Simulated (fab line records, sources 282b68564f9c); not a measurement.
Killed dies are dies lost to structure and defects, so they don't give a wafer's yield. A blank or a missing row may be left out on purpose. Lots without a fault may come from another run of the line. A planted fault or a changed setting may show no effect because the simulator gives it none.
Problem report in the 8D (eight disciplines) form, filled by code | flow rit_cmos | the parts of the form that need people (team, actions taken, sign-off) are left out

1. THE PROBLEM
GATE_OVL at RIT_GATE_OVL_MEAS_17 reads a mean of 112.2 nm on 6 wafers of 2 lots; wafers without a fault read 0.2 nm with a standard deviation of 1.3. That is +86 standard deviations from the usual mean.
First seen on wafer L633.1, day 5 22:02, on overlay-02. The record holds 42 wafers of 14 lots with a number at this step. Rule for "out", or "out of limits": more than 4 standard deviations from the usual mean. The other wafers with a number count as sound.

2. WHAT IT IS AND WHAT IT IS NOT
question                    | is                     | is not
which readings at this step | GATE_OVL               | -
which lots                  | L633, L635             | L617, L619, L620, L621, L624, L626, L627, L628, L629, L632, L634, L637
which wafers of those lots  | all that have a number | -
read on which gauges        | overlay-02             | overlay-01
when                        | from day 5 22:02       | up to then (30 sound wafers); but 6 sound wafers of L634, L637 came after

3. SUSPECTS, AND WHAT RULES EACH OUT
Counting: a tool at a process step up to the reading stays a suspect if it ran every lot that is out and no sound lot after the first of them.
- the gauge at RIT_GATE_OVL_MEAS_17: kept. All the wafers that are out were read on overlay-02, and no step on other tools shows them out.
- iline_stepper-02 at RIT_GATE_EXPOSE_13 (exposes mask M6, target cd 150 nm): kept. It ran every lot that is out, first L633 (day 5 21:31), and no sound lot after that; its last sound lot up to then is L632 (day 5 19:53).
Left after counting: iline_stepper-02 at RIT_GATE_EXPOSE_13, overlay-02 at RIT_GATE_OVL_MEAS_17.

4. THE CAUSE (what the simulator had put in)
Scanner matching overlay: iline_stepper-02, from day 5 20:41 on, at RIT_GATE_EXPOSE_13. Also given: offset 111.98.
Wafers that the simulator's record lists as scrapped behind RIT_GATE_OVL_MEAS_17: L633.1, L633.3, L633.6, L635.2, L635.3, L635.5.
Counting left 2 suspects, and this tool is among them.

5. THE CHAIN OF EFFECTS, in route order
Each row: a reading whose mean over the struck wafers that have a number lies more than 3 standard deviations from the usual. Only readings for which the record gives a usual standard deviation are gone through. hours: the time from each lot's start at the first step in this table that gives one to its start at this step, as a median over the lots. sigmas: the change in usual standard deviations.
hours | step                 | reading  | usual  | on struck wafers | change | sigmas
0     | RIT_GATE_OVL_MEAS_17 | GATE_OVL | 0.2 nm | 112.2            | +112.0 | +86

6. WHAT WOULD HAVE CAUGHT IT SOONER
In this record the first reading out of limits at a measuring or inspecting step was taken at day 5 22:02, 1 hour after the fault began at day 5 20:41.
Of the tool readings at RIT_GATE_EXPOSE_13 for which the record gives a usual standard deviation, none was out on any struck wafer, so an alarm limit of 4 standard deviations on them would not have fired.
Of the lots that are out (2), L635 began RIT_GATE_EXPOSE_13 on iline_stepper-02 after day 5 22:02. A hold on the tool at that time would have spared it.
